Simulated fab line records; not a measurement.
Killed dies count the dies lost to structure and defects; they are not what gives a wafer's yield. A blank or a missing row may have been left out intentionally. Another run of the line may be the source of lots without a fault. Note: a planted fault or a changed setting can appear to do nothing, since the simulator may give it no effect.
fab line records ; flow rit-cmos
record lots=10; wafers=30; last-day=7
route steps=202 shown NSD@137 SILICIDE@164 CONTACT@168 M1@190
lots that met no fault: from a run of the same line without faults
start-h: hours from the record's first day to the start of the lot's first wafer shown ; wait-h: how many hours have passed since the lot's step before this one ; " unchanged from the row above ; L1.1+2: a row that stands for several wafers ; - no value, or no start was given ; * or withheld: withheld ; < > ~ a bound
route shown NAME@n: NAME is a module with steps in the file, n the number in the route of the first one ; usual: the fault-free wafers' mean and standard deviation ; same: alike in all rows ; chamber/n: place in a boat ; sites: per-site readings ; _std_site: how widely they spread, as a standard deviation ; _edge_site: inner sites' mean taken away from outer sites' mean ; radius-mm: for every site, how far away it sits from the centre of the wafer ; mask NAME#n: copy n ; behind: the tool/chamber that last shaped the wafer ; hold: cause of the lot's hold/its duration in hours/its outcome ; device: transistor that didn't switch, given as n, p or np ; end of line: the same wafers' tests at the end of the route ; a step without rows: its recipe alone ; killed: not the wafer's yield, but the dies lost to structure and defects at the first sort ; map: the dies of a wafer, with x for killed, . for not killed, _ for no die there
set.NAME: setting as actually run; set.NAME@STEP: the setting as run at that earlier step ; model.NAME: the simulator's own value behind a step, which no gauge read
the route's steps for a sample of lots (tables are steps, rows are wafers)
services: from which hour (start-h, from the record's first day; less than 0 if before it) a tool's chamber was out of use, for how many hours, and why
## steps
# step RIT_NSD_OVL_MEAS_06
# usual NSD_OVL=0.1/1.3
lot.wafer;tool;chamber;start-h;wait-h;NSD_OVL[nm]
L297.1;overlay-01;-;49.46;-;1.5
L297.3;overlay-01;-;49.46;-;1.2
L297.4;overlay-01;-;49.46;-;-0.2
L298.2;overlay-02;-;55.12;-;1.2
L298.4;overlay-02;-;55.12;-;1.6
L298.5;overlay-02;-;55.12;-;-0.8
L299.1;overlay-02;-;59.57;-;-1.0
L299.3;overlay-02;-;59.57;-;-1.1
L299.6;overlay-02;-;59.57;-;-1.2
L300.3;overlay-02;-;66.99;-;-1.8
L300.4;overlay-02;-;66.99;-;-0.7
L300.6;overlay-02;-;66.99;-;0.3
L306.1;overlay-02;-;96.89;-;0.7
L306.2;overlay-02;-;96.89;-;-1.6
L306.4;overlay-02;-;96.89;-;1.9
L308.2;overlay-02;-;106.70;-;-0.8
L308.5;overlay-02;-;106.70;-;-0.4
L308.6;overlay-02;-;106.70;-;-0.8
L314.1;overlay-01;-;138.00;-;-1.6
L314.4;overlay-01;-;138.00;-;-0.1
L314.6;overlay-01;-;138.00;-;0.4
L317.1;overlay-02;-;152.84;-;1.6
L317.2;overlay-02;-;152.84;-;2.4
L317.5;overlay-02;-;152.84;-;0.6
L319.2;overlay-02;-;159.97;-;-2.7
L319.3;overlay-02;-;159.97;-;-0.5
L319.5;overlay-02;-;159.97;-;-0.3
L320.2;overlay-02;-;167.67;-;0.0
L320.5;overlay-02;-;167.67;-;1.5
L320.6;overlay-02;-;167.67;-;-0.2
# step RIT_SILICIDE_THK_MEAS_03
# recipe thk-meas-gauge=xrf; reads=Ti_of_SILICIDE_SPUTTER_01
# usual SILICIDE_TI_THK=29.7/0.47
lot.wafer;tool;chamber;start-h;wait-h;SILICIDE_TI_THK[nm]
L297.1;film-metro-02;-;52.78;0.1;29.7
L297.3;film-metro-02;-;52.78;0.1;30.3
L297.4;film-metro-02;-;52.78;0.1;29.8
L298.2;film-metro-04;-;58.33;0.1;29.3
L298.4;film-metro-04;-;58.33;0.1;30.0
L298.5;film-metro-04;-;58.33;0.1;30.0
L299.1;film-metro-02;-;62.79;0.1;30.0
L299.3;film-metro-02;-;62.79;0.1;29.9
L299.6;film-metro-02;-;62.79;0.1;30.1
L300.3;film-metro-02;-;70.27;0.1;29.8
L300.4;film-metro-02;-;70.27;0.1;29.8
L300.6;film-metro-02;-;70.27;0.1;29.8
L306.1;film-metro-03;-;100.40;0.1;29.5
L306.2;film-metro-03;-;100.40;0.1;29.5
L306.4;film-metro-03;-;100.40;0.1;29.6
L308.2;film-metro-02;-;109.92;0.1;30.5
L308.5;film-metro-02;-;109.92;0.1;30.0
L308.6;film-metro-02;-;109.92;0.1;29.9
L314.1;film-metro-02;-;141.18;0.1;29.5
L314.4;film-metro-02;-;141.18;0.1;28.9
L314.6;film-metro-02;-;141.18;0.1;29.5
L317.1;film-metro-04;-;156.08;0.1;29.1
L317.2;film-metro-04;-;156.08;0.1;30.2
L317.5;film-metro-04;-;156.08;0.1;29.2
L319.2;film-metro-02;-;163.50;0.1;29.2
L319.3;film-metro-02;-;163.50;0.1;29.5
L319.5;film-metro-02;-;163.50;0.1;29.5
L320.2;film-metro-03;-;170.88;0.1;28.6
L320.5;film-metro-03;-;170.88;0.1;28.3
L320.6;film-metro-03;-;170.88;0.1;29.1
# step RIT_CONTACT_CVD_00
# recipe material=SiO2; target-thk-nm=400; precursor=TEOS; temp-c=390; time-s=63.48; rf-w=400
# usual heater-power-w=330/61
lot.wafer;tool;chamber;start-h;wait-h;heater-power-w
L297.1;pecvd-01;1;53.01;0.1;381
L297.3;pecvd-01;2;53.01;0.1;365
L297.4;pecvd-01;1;53.01;0.1;374
L298.2;pecvd-03;2;58.55;0.0;287
L298.4;pecvd-03;2;58.55;0.0;291
L298.5;pecvd-03;0;58.55;0.0;384
L299.1;pecvd-02;1;63.02;0.1;422
L299.3;pecvd-02;0;63.02;0.1;190
L299.6;pecvd-02;0;63.02;0.1;208
L300.3;pecvd-01;1;70.55;0.0;366
L300.4;pecvd-01;2;70.55;0.0;392
L300.6;pecvd-01;1;70.55;0.0;374
L306.1;pecvd-01;1;100.63;0.1;341
L306.2;pecvd-01;1;100.63;0.1;350
L306.4;pecvd-01;1;100.63;0.1;372
L308.2;pecvd-02;2;110.15;0.0;372
L308.5;pecvd-02;1;110.15;0.0;417
L308.6;pecvd-02;0;110.15;0.0;170
L314.1;pecvd-02;0;141.42;0.1;222
L314.4;pecvd-02;0;141.42;0.1;225
L314.6;pecvd-02;1;141.42;0.1;415
L317.1;pecvd-02;0;156.35;0.1;241
L317.2;pecvd-02;2;156.35;0.1;305
L317.5;pecvd-02;1;156.35;0.1;393
L319.2;pecvd-03;0;163.76;0.0;353
L319.3;pecvd-03;1;163.76;0.0;320
L319.5;pecvd-03;1;163.76;0.0;336
L320.2;pecvd-02;0;171.11;0.0;193
L320.5;pecvd-02;1;171.11;0.0;413
L320.6;pecvd-02;2;171.11;0.0;363
# step RIT_M1_EXPOSE_06
# recipe mask-id=M12; na=0.6; source-shape=conventional; sigma-outer=0.5; target-cd-nm=2600; dose-mj=250
# usual exposure-dose-mJ-cm2=251.85/0.25
# same na=0.6
lot.wafer;tool;chamber;start-h;wait-h;mask;exposure-dose-mJ-cm2
L297.1;iline-stepper-02;0;56.17;0.1;M12#0;252.25
L297.3;iline-stepper-02;0;56.17;0.1;M12#0;252.29
L297.4;iline-stepper-02;0;56.17;0.1;M12#0;252.19
L298.2;iline-stepper-01;0;61.86;0.2;M12#0;252.22
L298.4;iline-stepper-01;0;61.86;0.2;M12#0;251.66
L298.5;iline-stepper-01;0;61.86;0.2;M12#0;251.75
L299.1;iline-stepper-01;0;66.21;0.1;M12#0;252.07
L299.3;iline-stepper-01;0;66.21;0.1;M12#0;251.82
L299.6;iline-stepper-01;0;66.21;0.1;M12#0;251.99
L300.3;iline-stepper-02;0;74.03;0.2;M12#0;252.27
L300.4;iline-stepper-02;0;74.03;0.2;M12#0;251.89
L300.6;iline-stepper-02;0;74.03;0.2;M12#0;251.61
L306.1;iline-stepper-02;0;104.12;0.1;M12#0;252.18
L306.2;iline-stepper-02;0;104.12;0.1;M12#0;252.14
L306.4;iline-stepper-02;0;104.12;0.1;M12#0;252.17
L308.2;iline-stepper-01;0;113.45;0.2;M12#0;250.12
L308.5;iline-stepper-01;0;113.45;0.2;M12#0;250.52
L308.6;iline-stepper-01;0;113.45;0.2;M12#0;250.05
L314.1;iline-stepper-02;0;144.84;0.2;M12#0;251.81
L314.4;iline-stepper-02;0;144.84;0.2;M12#0;252.11
L314.6;iline-stepper-02;0;144.84;0.2;M12#0;251.77
L317.1;iline-stepper-02;0;159.83;0.2;M12#0;251.85
L317.2;iline-stepper-02;0;159.83;0.2;M12#0;252.07
L317.5;iline-stepper-02;0;159.83;0.2;M12#0;251.59
L319.2;iline-stepper-02;0;167.18;0.2;M12#0;251.74
L319.3;iline-stepper-02;0;167.18;0.2;M12#0;251.95
L319.5;iline-stepper-02;0;167.18;0.2;M12#0;251.74
L320.2;iline-stepper-02;0;174.72;0.1;M12#0;251.60
L320.5;iline-stepper-02;0;174.72;0.1;M12#0;251.86
L320.6;iline-stepper-02;0;174.72;0.1;M12#0;251.57
# step RIT_M1_CD_MEAS_09
# recipe target-cd-nm=2600
# usual cd-nm=2600.3/2.2
lot.wafer;tool;chamber;start-h;wait-h;cd-nm
L297.1;cd-sem-01;-;56.60;-;2599.7
L297.3;cd-sem-01;-;56.60;-;2600.0
L297.4;cd-sem-01;-;56.60;-;2599.2
L298.2;cd-sem-02;-;62.45;-;2599.5
L298.4;cd-sem-02;-;62.45;-;2600.9
L298.5;cd-sem-02;-;62.45;-;2601.8
L299.1;cd-sem-02;-;66.64;-;2596.5
L299.3;cd-sem-02;-;66.64;-;2599.9
L299.6;cd-sem-02;-;66.64;-;2597.6
L300.3;cd-sem-02;-;74.46;-;2598.8
L300.4;cd-sem-02;-;74.46;-;2599.7
L300.6;cd-sem-02;-;74.46;-;2599.0
L306.1;cd-sem-01;-;104.56;-;2599.4
L306.2;cd-sem-01;-;104.56;-;2600.5
L306.4;cd-sem-01;-;104.56;-;2600.4
L308.2;cd-sem-02;-;113.88;-;2590.1
L308.5;cd-sem-02;-;113.88;-;2593.8
L308.6;cd-sem-02;-;113.88;-;2594.3
L314.1;cd-sem-01;-;145.29;-;2601.1
L314.4;cd-sem-01;-;145.29;-;2598.1
L314.6;cd-sem-01;-;145.29;-;2599.0
L317.1;cd-sem-02;-;160.26;-;2598.8
L317.2;cd-sem-02;-;160.26;-;2597.6
L317.5;cd-sem-02;-;160.26;-;2598.2
L319.2;cd-sem-02;-;167.61;-;2596.7
L319.3;cd-sem-02;-;167.61;-;2595.6
L319.5;cd-sem-02;-;167.61;-;2597.5
L320.2;cd-sem-01;-;175.15;-;2599.1
L320.5;cd-sem-01;-;175.15;-;2597.7
L320.6;cd-sem-01;-;175.15;-;2597.1
# step RIT_M1_PROBE_99
# usual defect-limited-yield=97.6/1.1; killed_at_M0_to_M3=0.0/0.12; killed-at-contacts=0.1/0.25; killed-at-front-end=6.3/2.9; killed-dies=6.4/2.8; killed-open=3.3/2; killed-short=3.1/2; sort_bin_3_pad_short=0.1/0.2; sort_bin_5_function=1.4/0.75; sort_bin_6_memory=0.9/0.59; sort-n-pass=257.6/2.8; sort-yield-pct=97.6/1.1
# same gross-dies=264; killed_at_M4_up=0; killed-at-back-side=0; killed-at-other=0
lot.wafer;tool;chamber;start-h;wait-h;defect-limited-yield[%];killed_at_M0_to_M3;killed-at-contacts;killed-at-front-end;killed-dies;killed-open;killed-short;sort_bin_3_pad_short[%];sort_bin_5_function[%];sort_bin_6_memory[%];sort-n-pass;sort-yield-pct[%]
L297.1;prober-01;-;59.26;0.1;97.0;0;0;8;8;5;3;0;1.5;1.5;256.0;97.0
L297.3;prober-01;-;59.36;0.2;95.5;0;0;12;12;11;1;0;2.3;2.3;252.0;95.5
L297.4;prober-01;-;59.41;0.2;96.2;0;0;10;10;3;7;0;3.0;0.8;254.0;96.2
L298.2;prober-01;-;65.21;0.1;98.9;0;0;3;3;1;2;0;0;1.1;261.0;98.9
L298.4;prober-01;-;65.31;0.2;97.7;0;0;6;6;4;2;0;1.1;1.1;258.0;97.7
L298.5;prober-01;-;65.36;0.2;97.3;0;0;7;7;5;2;0;1.1;1.5;257.0;97.3
L299.1;prober-01;-;69.29;0.1;98.5;0;1;3;4;3;1;0;1.1;0.4;260.0;98.5
L299.3;prober-01;-;69.39;0.2;96.6;0;0;9;9;5;4;0;1.9;1.5;255.0;96.6
L299.6;prober-01;-;69.54;0.2;97.7;0;0;6;6;3;3;0.4;1.5;0.4;258.0;97.7
L300.3;prober-02;-;77.18;0.2;97.3;0;0;7;7;3;4;0.4;1.1;1.1;257.0;97.3
L300.4;prober-02;-;77.23;0.2;98.5;0;0;4;4;2;2;0;1.1;0.4;260.0;98.5
L300.6;prober-02;-;77.33;0.2;97.3;0;0;7;7;4;3;0;1.5;1.1;257.0;97.3
L306.1;prober-02;-;107.22;0.1;98.1;0;0;5;5;4;1;0;1.5;0.4;259.0;98.1
L306.2;prober-02;-;107.27;0.1;98.1;0;0;5;5;2;3;0;1.1;0.8;259.0;98.1
L306.4;prober-02;-;107.37;0.2;98.5;0;0;4;4;3;1;0;1.1;0.4;260.0;98.5
L308.2;prober-01;-;116.59;0.1;96.2;0;1;9;10;2;8;0;1.9;1.9;254.0;96.2
L308.5;prober-01;-;116.74;0.2;98.1;0;0;5;5;3;2;0;0.8;1.1;259.0;98.1
L308.6;prober-01;-;116.79;0.2;97.3;0;0;7;7;3;4;0.4;1.5;0.8;257.0;97.3
L314.1;prober-01;-;147.97;0.1;96.2;0;1;9;10;4;6;0.4;1.9;1.5;254.0;96.2
L314.4;prober-01;-;148.12;0.2;97.7;0;0;6;6;2;4;0;1.9;0.4;258.0;97.7
L314.6;prober-01;-;148.22;0.2;98.1;0;0;5;5;3;2;0;0.8;1.1;259.0;98.1
L317.1;prober-02;-;163.05;0.1;98.1;0;0;5;5;2;3;0;1.5;0.4;259.0;98.1
L317.2;prober-02;-;163.10;0.1;97.7;0;0;6;6;6;0;0;1.9;0.4;258.0;97.7
L317.5;prober-02;-;163.25;0.2;98.9;0;0;3;3;1;2;0;0.4;0.8;261.0;98.9
L319.2;prober-02;-;170.30;0.1;98.1;0;0;5;5;2;3;0;1.1;0.8;259.0;98.1
L319.3;prober-02;-;170.35;0.2;96.6;0;0;9;9;7;2;0;1.9;1.5;255.0;96.6
L319.5;prober-02;-;170.45;0.2;98.5;0;0;4;4;2;2;0;1.1;0.4;260.0;98.5
L320.2;prober-01;-;177.84;0.1;96.6;0;0;9;9;6;3;0;1.1;2.3;255.0;96.6
L320.5;prober-01;-;177.99;0.2;97.7;1;0;5;6;5;1;0;1.9;0.4;258.0;97.7
L320.6;prober-01;-;178.04;0.2;97.0;0;0;8;8;0;8;0;2.3;0.8;256.0;97.0
# killed by level:class
L297.1 REOX:geometric-particle:open=3 GATE:geometric-particle:open=2 REOX:geometric-particle:short=2 GATE:geometric-particle:short=1
L297.3 GATE:geometric-particle:open=7 SPACER:geometric-particle:open=2 FOX1:geometric-particle:open=1 FOX2:geometric-particle:open=1 REOX:geometric-particle:short=1
L297.4 REOX:geometric-particle:short=3 SPACER:geometric-particle:short=3 FOX1:geometric-particle:open=1 GATE:geometric-particle:open=1 SILICIDE:geometric-particle:short=1 SILICIDE:geometric-particle:open=1
L298.2 REOX:geometric-particle:open=1 REOX:geometric-particle:short=1 SPACER:geometric-particle:short=1
L298.4 GATE:geometric-particle:open=2 GATE:geometric-particle:short=1 REOX:geometric-particle:open=1 REOX:geometric-particle:short=1 SPACER:geometric-particle:open=1
L298.5 FOX2:geometric-particle:open=3 REOX:geometric-particle:open=2 FOX1:geometric-particle:short=1 GATE:geometric-particle:short=1
L299.1 GATE:geometric-particle:open=1 GATE:geometric-particle:short=1 REOX:geometric-particle:open=1 CONTACT:geometric-particle:open=1
L299.3 REOX:geometric-particle:open=4 FOX1:geometric-particle:short=2 REOX:geometric-particle:short=2 GATE:geometric-particle:open=1
L299.6 SILICIDE:geometric-particle:open=2 FOX1:geometric-particle:short=1 GATE:geometric-particle:open=1 REOX:geometric-particle:short=1 SPACER:geometric-particle:short=1
L300.3 SILICIDE:geometric-particle:short=2 FOX2:geometric-particle:open=1 GATE:geometric-particle:short=1 GATE:geometric-particle:open=1 REOX:geometric-particle:short=1 REOX:geometric-particle:open=1
L300.4 GATE:geometric-particle:open=2 GATE:geometric-particle:short=1 REOX:geometric-particle:short=1
L300.6 REOX:geometric-particle:open=3 REOX:geometric-particle:short=2 GATE:geometric-particle:open=1 GATE:geometric-particle:short=1
L306.1 GATE:geometric-particle:open=3 FOX1:geometric-particle:short=1 REOX:geometric-particle:open=1
L306.2 FOX1:geometric-particle:short=2 FOX1:geometric-particle:open=1 GATE:geometric-particle:short=1 REOX:geometric-particle:open=1
L306.4 SPACER:geometric-particle:open=2 FOX1:geometric-particle:short=1 GATE:geometric-particle:open=1
L308.2 GATE:geometric-particle:short=2 SPACER:geometric-particle:short=2 FOX2:geometric-particle:short=1 REOX:geometric-particle:open=1 REOX:geometric-particle:short=1 SPACER:geometric-particle:open=1 SILICIDE:geometric-particle:short=1 CONTACT:geometric-particle:short=1
L308.5 FOX1:geometric-particle:short=2 FOX2:geometric-particle:open=1 GATE:geometric-particle:open=1 SILICIDE:geometric-particle:open=1
L308.6 SPACER:geometric-particle:open=2 SPACER:geometric-particle:short=2 FOX1:geometric-particle:short=1 GATE:geometric-particle:open=1 SILICIDE:geometric-particle:short=1
L314.1 REOX:geometric-particle:short=3 GATE:geometric-particle:short=2 REOX:geometric-particle:open=2 SPACER:geometric-particle:short=1 SPACER:geometric-particle:open=1 CONTACT:geometric-particle:open=1
L314.4 FOX1:geometric-particle:short=2 FOX2:geometric-particle:open=1 GATE:geometric-particle:open=1 GATE:geometric-particle:short=1 SPACER:geometric-particle:short=1
L314.6 SILICIDE:geometric-particle:short=2 FOX1:geometric-particle:open=1 GATE:geometric-particle:open=1 REOX:geometric-particle:open=1
L317.1 REOX:geometric-particle:short=3 GATE:geometric-particle:open=1 SPACER:geometric-particle:open=1
L317.2 REOX:geometric-particle:open=4 FOX1:geometric-particle:open=1 GATE:geometric-particle:open=1
L317.5 GATE:geometric-particle:open=1 GATE:geometric-particle:short=1 REOX:geometric-particle:short=1
L319.2 FOX1:geometric-particle:open=1 GATE:geometric-particle:short=1 REOX:geometric-particle:short=1 REOX:geometric-particle:open=1 SILICIDE:geometric-particle:short=1
L319.3 FOX1:geometric-particle:open=3 GATE:geometric-particle:open=2 FOX1:geometric-particle:short=1 REOX:geometric-particle:open=1 SPACER:geometric-particle:short=1 SILICIDE:geometric-particle:open=1
L319.5 REOX:geometric-particle:open=1 REOX:geometric-particle:short=1 SILICIDE:geometric-particle:short=1 SILICIDE:geometric-particle:open=1
L320.2 GATE:geometric-particle:open=2 GATE:geometric-particle:short=2 SPACER:geometric-particle:open=2 FOX1:geometric-particle:open=1 FOX2:geometric-particle:open=1 REOX:geometric-particle:short=1
L320.5 FOX1:geometric-particle:short=1 GATE:geometric-particle:open=1 REOX:geometric-particle:open=1 SPACER:geometric-particle:open=1 SILICIDE:geometric-particle:open=1 M1:geometric-particle:open=1
L320.6 GATE:geometric-particle:short=5 SILICIDE:geometric-particle:short=2 REOX:geometric-particle:short=1
## services
tool;chamber;start-h;hours;kind
iline-stepper-02;-;49.13;1.7;pm
pecvd-03;-;66.64;2.3;repair
iline-stepper-02;0;81.90;-;calibration
iline-stepper-02;-;85.59;2.3;repair
pecvd-01;2;91.39;12.9;repair
pecvd-03;1;95.04;-;calibration
pecvd-01;-;101.97;5.5;pm
iline-stepper-01;0;131.86;-;calibration
pecvd-03;-;135.77;0.8;repair
pecvd-02;-;157.32;0.5;repair
## key
first-sign step=RIT_M1_EXPOSE_06; reading=exposure-dose-mJ-cm2; direction=down; sigmas=6.4; usual=251.85; struck=250.23
effect step=RIT_M1_CD_MEAS_09; reading=cd-nm; direction=down; sigmas=3.4; usual=2600.3; struck=2592.7; through=control-loop
met-at RIT_M1_EXPOSE_06
struck-lots L308
loop-trim step=RIT_M1_EXPOSE_06; setting=dose; lots=L308
not-acting-at RIT_NSD_OVL_MEAS_06,RIT_SILICIDE_THK_MEAS_03,RIT_CONTACT_CVD_00
onset-between 66.21 113.45
fault kind=process-parameter-drift; tool=iline-stepper-01; chamber=-; onset-h=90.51; steps=RIT_M1_EXPOSE_06; channel=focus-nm; offset=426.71; spread-by-wafer=0.3; shape=step; end-h=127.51
# loop-trim: a control loop set the setting to another value than it would have without faults
